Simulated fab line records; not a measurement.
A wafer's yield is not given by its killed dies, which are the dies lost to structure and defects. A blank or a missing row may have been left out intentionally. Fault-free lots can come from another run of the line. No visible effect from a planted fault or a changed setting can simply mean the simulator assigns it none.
A struck lot beside a sound one    flow rit cmos    44 steps out of a route of 202
Sound: the wafers L114.4, L114.5, L114.6. Wafers struck: L117.2, L117.4, L117.5. The cause is given at the end.
Per side, at each step with rows, come the tool, then ch with its chambers, and then its first start. Under that, the readings that differ: sound wafers    struck wafers    difference of the means    sigmas: that difference in standard deviations of wafers without a fault.
alike: same words and numbers on both sides, and readings whose means sit less than 2 such deviations apart. not compared: any withheld reading, any reading some wafer has no value for, any bound like >300 that may hide the same value, and any number with overlapping values for which the record gives no deviation.
Wherever a step has rows on one side only, a row that says differs or no value, or a row with sigmas, the two part there. Numbers that have no deviation but don't overlap get no sigmas and don't part them. A reading missing from all wafers of one side parts the sides only when that side holds two or more wafers.

first, 4 steps without rows for these wafers: RIT_PLDD_SOFTBAKE_02 (time 60 s); RIT_PLDD_EXPOSE_03 (exposes mask M8, target cd 40900 nm); RIT_PLDD_PEB_04; RIT_PLDD_DEVELOP_05 (develop time 50 s).
RIT_PLDD_OVL_MEAS_06:
  sound on overlay-02, day 4 09:58; struck on overlay-01, day 5 04:42
  alike: PLDD_OVL
then, 2 steps without rows for these wafers: RIT_PLDD_HARDBAKE_07 (time 60 s); RIT_PLDD_IMPLANT_08.
RIT_PLDD_STRIP_09: strips in O2, time 180 s.
  sound on plasma asher-03 ch 0,1, day 4 10:21; struck on plasma asher-02 ch 0,1, day 5 05:02
  alike: drypump motor current A, rf refl power W
  not compared: rf hours counter h
RIT_PLDD_TW_MEAS_10:
  sound on film metro-04, day 4 10:30; struck on film metro-03, day 5 05:13
  alike: PLDD_TW
then, 3 steps without rows for these wafers: RIT_SPACER_CLEAN_00 (cleans in SC1, time 600 s); RIT_SPACER_CLEAN_01 (cleans in dHF, time 30 s); RIT_SPACER_CLEAN_02 (cleans in SC2, time 600 s).
RIT_SPACER_CVD_03: deposits Si3N4 from SiH2Cl2/NH3, target thk 250 nm, time 3300 s.
  sound on lpcvd-02 ch 1, day 4 10:54; struck on lpcvd-01 ch 1, day 5 05:38
reading                                   sound              struck             difference  sigmas
pressure mtorr (mTorr)                    300.0 301.1 301.6  240.3 239.4 239.9  -61.0       -99 or more
spike tc source C (C)                     835.5 835.2 836.4  831.2 831.5 831.4  -4.3        -2
model.Si3N4_of_SPACER_CVD_03.thk nm (nm)  253 249.9 251.9    237.1 235.1 235.8  -15.6       
  alike: nh3 flow sccm, sih2cl2 flow sccm, susceptor temp C
RIT_SPACER_THK_MEAS_04:
  sound on film metro-02, day 4 12:50; struck on film metro-02, day 5 07:34
reading                  sound              struck             difference  sigmas
SPACER_NITRIDE_THK (nm)  253.2 249.7 251.8  237.3 235.2 235.9  -15.4       -7
RIT_SPACER_ETCHBACK_05: etches Si3N4 in SF6/CHF3, stops on SiO2, target depth 250 nm, time 240 s.
  sound on rie diel-04 ch 0,3, day 4 12:52; struck on rie diel-02 ch 0,1, day 5 07:37
reading                   sound              struck             difference  sigmas
oes product au (a.u.)     0.847 0.842 0.876  0.812 0.803 0.802  -0.049      -3
model.etch.depth nm (nm)  253 249.9 251.9    237.1 235.1 235.8  -15.6       
  alike: drypump motor current A, throttle valve pct
  not compared: rf hours counter h
then, 6 steps without rows for these wafers: RIT_NSD_HMDS_00 (prime time 60 s); RIT_NSD_COAT_01 (resist thk 1000 nm); RIT_NSD_SOFTBAKE_02 (time 60 s); RIT_NSD_EXPOSE_03 (exposes mask M9, target cd 40700 nm); RIT_NSD_PEB_04; RIT_NSD_DEVELOP_05 (develop time 50 s).
RIT_NSD_OVL_MEAS_06:
  sound on overlay-01, day 4 13:53; struck on overlay-02, day 5 08:37
  alike: NSD_OVL
then, 2 steps without rows for these wafers: RIT_NSD_HARDBAKE_07 (time 60 s); RIT_NSD_IMPLANT_08.
RIT_NSD_STRIP_09: strips in O2, time 180 s.
  sound on plasma asher-04 ch 0,1, day 4 14:16; struck on plasma asher-01 ch 1, day 5 08:57
reading              sound        struck       difference  sigmas
rf refl power W (W)  5.0 4.9 7.0  8.8 8.7 8.5  +3.0        +3
  alike: drypump motor current A
  not compared: rf hours counter h
RIT_NSD_TW_MEAS_10:
  sound on film metro-03, day 4 14:25; struck on film metro-03, day 5 09:08
  alike: NSD_TW
then, 6 steps without rows for these wafers: RIT_PSD_HMDS_00 (prime time 60 s); RIT_PSD_COAT_01 (resist thk 1000 nm); RIT_PSD_SOFTBAKE_02 (time 60 s); RIT_PSD_EXPOSE_03 (exposes mask M10, target cd 40900 nm); RIT_PSD_PEB_04; RIT_PSD_DEVELOP_05 (develop time 50 s).
RIT_PSD_OVL_MEAS_06:
  sound on overlay-01, day 4 15:26; struck on overlay-01, day 5 10:11
  alike: PSD_OVL
then, 2 steps without rows for these wafers: RIT_PSD_HARDBAKE_07 (time 60 s); RIT_PSD_IMPLANT_08.
RIT_PSD_STRIP_09: strips in O2, time 180 s.
  sound on plasma asher-02 ch 0,1, day 4 15:49; struck on plasma asher-03 ch 0,1, day 5 10:31
reading                      sound           struck          difference  sigmas
drypump motor current A (A)  5.63 5.62 5.65  6.08 6.18 6.09  +0.48       +2
rf refl power W (W)          4.0 4.1 5.3     6.9 6.9 6.9     +2.4        +2
  not compared: rf hours counter h
RIT_PSD_TW_MEAS_10:
  sound on film metro-04, day 4 15:58; struck on film metro-04, day 5 10:43
  alike: PSD_TW
then, 3 steps without rows for these wafers: RIT_SDANNEAL_CLEAN_00 (cleans in SC1, time 600 s); RIT_SDANNEAL_CLEAN_01 (cleans in dHF, time 30 s); RIT_SDANNEAL_CLEAN_02 (cleans in SC2, time 600 s).
RIT_SDANNEAL_RTA_03: time 5 s.
  sound on rtp anneal-02 ch 0, day 4 16:23; struck on rtp anneal-01 ch 0, day 5 11:08
  alike: wafer_temp_C_max
RIT_SDANNEAL_RS_MEAS_04: measurement is done with a four-point probe.
  sound on film metro-04, day 4 16:28; struck on film metro-01, day 5 11:12
reading          sound                 struck                difference  sigmas
PSD_RS (ohm/sq)  116.56 116.25 116.48  115.82 115.65 115.70  -0.71       -3
RIT_SILICIDE_WET_ETCH_00: etches SiO2 in BOE, target depth 14 nm, time 15 s.
  sound on wet bench-02 ch 0, day 4 16:53; struck on wet bench-01 ch 2, day 5 11:40
reading                                   sound              struck             difference  sigmas
model.Si3N4_of_SPACER_CVD_03.thk nm (nm)  197.2 194.8 195.2  184.7 183.1 183.5  -12.0       
RIT_M1_PROBE_99:
  sound on prober-01, day 4 23:55; struck on prober-02, day 5 18:32
reading                                 sound             struck             difference  sigmas
model.etest.nmos_0p15.r on ohm um       1146 1166 1168    1124 1140 1139     -26         
model.etest.pwell pinched.rs ohm sq     457.1 456.5 455   472 477.1 468.9    +16         
model.etest.nwell pinched.rs ohm sq     333 339.4 341.8   350.1 347.4 350.3  +11.2       
model.etest.nmos_0p15.tox inv nm (nm)   4.55 4.553 4.484  4.326 4.364 4.281  -0.205      
model.etest.diode nplus comb.cj ff um2  2.612 2.632 2.65  2.673 2.681 2.696  +0.052      
  alike: killed at front end, killed dies, killed open, killed short
  not compared: model.etest.pplus sal.width nm, model.etest.nplus sal.width nm

## WHERE THEY PART
At RIT_SPACER_CVD_03 first; at RIT_SDANNEAL_RS_MEAS_04 last (within this record only). Later steps at which nothing parts them and some readings are alike: RIT_M1_PROBE_99.

WHY: what the simulator had put in
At RIT_SPACER_CVD_03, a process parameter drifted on lpcvd-01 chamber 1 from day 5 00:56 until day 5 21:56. From 300, the setting pressure mtorr moved by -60. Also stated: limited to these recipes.
